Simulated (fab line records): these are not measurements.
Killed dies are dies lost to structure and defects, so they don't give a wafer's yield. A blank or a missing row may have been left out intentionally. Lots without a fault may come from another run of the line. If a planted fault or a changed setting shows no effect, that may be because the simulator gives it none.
Which tool is to blame? / flow rit_cmos / 14 lots, 42 wafers sampled, at 2 steps of a route of 202

== WHAT EACH GAUGE READ, for each wafer ==
RIT_ACTIVE_THK_MEAS_04.
lot=L974; measured=day 1 15:59; on=film_metro-01; ACTIVE_NITRIDE_THK (nm)=151.8 151.2 150.6
lot=L975; measured=day 1 19:19; on=film_metro-03; ACTIVE_NITRIDE_THK (nm)=151.2 150.6 151.8
lot=L976; measured=day 1 23:32; on=film_metro-01; ACTIVE_NITRIDE_THK (nm)=148.0 148.7 148.4
lot=L977; measured=day 2 04:34; on=film_metro-01; ACTIVE_NITRIDE_THK (nm)=151.9 152.4 152.9
lot=L980; measured=day 2 20:20; on=film_metro-02; ACTIVE_NITRIDE_THK (nm)=151.2 151.0 149.7
lot=L981; measured=day 3 02:22; on=film_metro-02; ACTIVE_NITRIDE_THK (nm)=150.8 151.3 151.0
lot=L982; measured=day 3 05:53; on=film_metro-02; ACTIVE_NITRIDE_THK (nm)=150.4 148.2 150.2
lot=L983; measured=day 3 12:07; on=film_metro-03; ACTIVE_NITRIDE_THK (nm)=195.0 195.1 195.5
lot=L985; measured=day 3 21:00; on=film_metro-01; ACTIVE_NITRIDE_THK (nm)=198.5 198.6 197.5
lot=L993; measured=day 5 13:06; on=film_metro-03; ACTIVE_NITRIDE_THK (nm)=148.1 148.3 147.9
lot=L994; measured=day 5 20:50; on=film_metro-01; ACTIVE_NITRIDE_THK (nm)=149.9 149.4 149.6
lot=L995; measured=day 5 22:46; on=film_metro-03; ACTIVE_NITRIDE_THK (nm)=148.4 148.1 147.8
lot=L996; measured=day 6 07:18; on=film_metro-02; ACTIVE_NITRIDE_THK (nm)=149.6 151.6 150.0
lot=L997; measured=day 6 14:20; on=film_metro-03; ACTIVE_NITRIDE_THK (nm)=153.2 152.6 152.3

== TOOL THAT RAN EACH LOT (tool first, then ch and the chambers of the sampled wafers, then the start) ==
lot=L974; RIT_ACTIVE_CVD_03=lpcvd-01 ch 1, day 1 14:34
lot=L975; RIT_ACTIVE_CVD_03=lpcvd-01 ch 0, day 1 17:54
lot=L976; RIT_ACTIVE_CVD_03=lpcvd-01 ch 1, day 1 22:07
lot=L977; RIT_ACTIVE_CVD_03=lpcvd-01 ch 0, day 2 03:07
lot=L980; RIT_ACTIVE_CVD_03=lpcvd-01 ch 1, day 2 18:53
lot=L981; RIT_ACTIVE_CVD_03=lpcvd-01 ch 1, day 3 00:57
lot=L982; RIT_ACTIVE_CVD_03=lpcvd-01 ch 1, day 3 04:28
lot=L983; RIT_ACTIVE_CVD_03=lpcvd-01 ch 1, day 3 10:42
lot=L985; RIT_ACTIVE_CVD_03=lpcvd-01 ch 0, day 3 19:34
lot=L993; RIT_ACTIVE_CVD_03=lpcvd-02 ch 1, day 5 11:40
lot=L994; RIT_ACTIVE_CVD_03=lpcvd-02 ch 0, day 5 19:25
lot=L995; RIT_ACTIVE_CVD_03=lpcvd-02 ch 1, day 5 21:20
lot=L996; RIT_ACTIVE_CVD_03=lpcvd-01 ch 0, day 6 05:53
lot=L997; RIT_ACTIVE_CVD_03=lpcvd-01 ch 1, day 6 12:54
- RIT_ACTIVE_CVD_03: deposits Si3N4 from SiH2Cl2/NH3, target thk 150 nm, time 1500 s.

== AS READ BY THE TOOLS THEMSELVES (means over the sampled wafers that have a number; for cases with no such wafer, the mark the record gives instead) ==
RIT_ACTIVE_CVD_03.
lot=L974; tool=lpcvd-01; spike_tc_centre_C (C)=809.6; spike_tc_load_C (C)=835.9; spike_tc_source_C (C)=829.0; susceptor_temp_C (C)=809.9; zone_power_source_pct (%)=21.7
lot=L975; tool=lpcvd-01; spike_tc_centre_C (C)=813.2; spike_tc_load_C (C)=835.3; spike_tc_source_C (C)=831.0; susceptor_temp_C (C)=810.5; zone_power_source_pct (%)=24.4
lot=L976; tool=lpcvd-01; spike_tc_centre_C (C)=810.1; spike_tc_load_C (C)=835.2; spike_tc_source_C (C)=829.9; susceptor_temp_C (C)=810.2; zone_power_source_pct (%)=21.7
lot=L977; tool=lpcvd-01; spike_tc_centre_C (C)=813.5; spike_tc_load_C (C)=835.8; spike_tc_source_C (C)=833.1; susceptor_temp_C (C)=810.2; zone_power_source_pct (%)=24.4
lot=L980; tool=lpcvd-01; spike_tc_centre_C (C)=810.6; spike_tc_load_C (C)=835.4; spike_tc_source_C (C)=830.3; susceptor_temp_C (C)=809.8; zone_power_source_pct (%)=21.5
lot=L981; tool=lpcvd-01; spike_tc_centre_C (C)=809.7; spike_tc_load_C (C)=835.9; spike_tc_source_C (C)=830.0; susceptor_temp_C (C)=810.0; zone_power_source_pct (%)=21.4
lot=L982; tool=lpcvd-01; spike_tc_centre_C (C)=809.6; spike_tc_load_C (C)=835.5; spike_tc_source_C (C)=829.2; susceptor_temp_C (C)=810.3; zone_power_source_pct (%)=21.3
lot=L983; tool=lpcvd-01; spike_tc_centre_C (C)=824.3; spike_tc_load_C (C)=851.4; spike_tc_source_C (C)=845.1; susceptor_temp_C (C)=825.2; zone_power_source_pct (%)=22.4
lot=L985; tool=lpcvd-01; spike_tc_centre_C (C)=829.8; spike_tc_load_C (C)=849.7; spike_tc_source_C (C)=846.5; susceptor_temp_C (C)=825.0; zone_power_source_pct (%)=25.5
lot=L993; tool=lpcvd-02; spike_tc_centre_C (C)=812.0; spike_tc_load_C (C)=840.9; spike_tc_source_C (C)=827.9; susceptor_temp_C (C)=810.3; zone_power_source_pct (%)=22.3
lot=L994; tool=lpcvd-02; spike_tc_centre_C (C)=813.2; spike_tc_load_C (C)=831.9; spike_tc_source_C (C)=833.1; susceptor_temp_C (C)=810.3; zone_power_source_pct (%)=18.9
lot=L995; tool=lpcvd-02; spike_tc_centre_C (C)=812.5; spike_tc_load_C (C)=840.9; spike_tc_source_C (C)=829.4; susceptor_temp_C (C)=810.2; zone_power_source_pct (%)=22.2
lot=L996; tool=lpcvd-01; spike_tc_centre_C (C)=813.3; spike_tc_load_C (C)=835.1; spike_tc_source_C (C)=832.6; susceptor_temp_C (C)=809.8; zone_power_source_pct (%)=24.3
lot=L997; tool=lpcvd-01; spike_tc_centre_C (C)=809.5; spike_tc_load_C (C)=835.9; spike_tc_source_C (C)=829.6; susceptor_temp_C (C)=809.9; zone_power_source_pct (%)=21.1

== THE ANSWER, worked out from the rows above alone ==
Rule: the lots themselves supply what counts as usual. Put in order of their means at a reading, lots are off if they are a third of the lots or fewer, leave a main group of 4 or more, and stand apart from it by a gap of 3 or more times the standard deviation of the main group's means; of several such gaps the widest counts. If all means in a main group match to the digits the tables above print for the reading, that group is not used. A lot without any number at a reading at which 4 lots or more have one is off too. All remaining lots with rows at the step are treated as sound. After the gauges, taken in route order, come the tools' own readings; for these a lot's mean is taken, as printed above. The first step at which some lot is off is used, and at that step the reading that is off furthest; a lot without a number counts as furthest.
Off: at RIT_ACTIVE_THK_MEAS_04 (ACTIVE_NITRIDE_THK), L983, L985. Main group: mean 150.3 nm, sd 1.5.
A tool fits if, at a process step before that reading, it ran every lot that is off, and no sound lot after the first of them. Not tried: the gauges at RIT_ACTIVE_THK_MEAS_04; whatever is off there is also off at RIT_ACTIVE_CVD_03, on other tools, and gauge error can't account for it. None of those tried fits.

== WHAT HAD BEEN PUT IN BY THE SIMULATOR ==
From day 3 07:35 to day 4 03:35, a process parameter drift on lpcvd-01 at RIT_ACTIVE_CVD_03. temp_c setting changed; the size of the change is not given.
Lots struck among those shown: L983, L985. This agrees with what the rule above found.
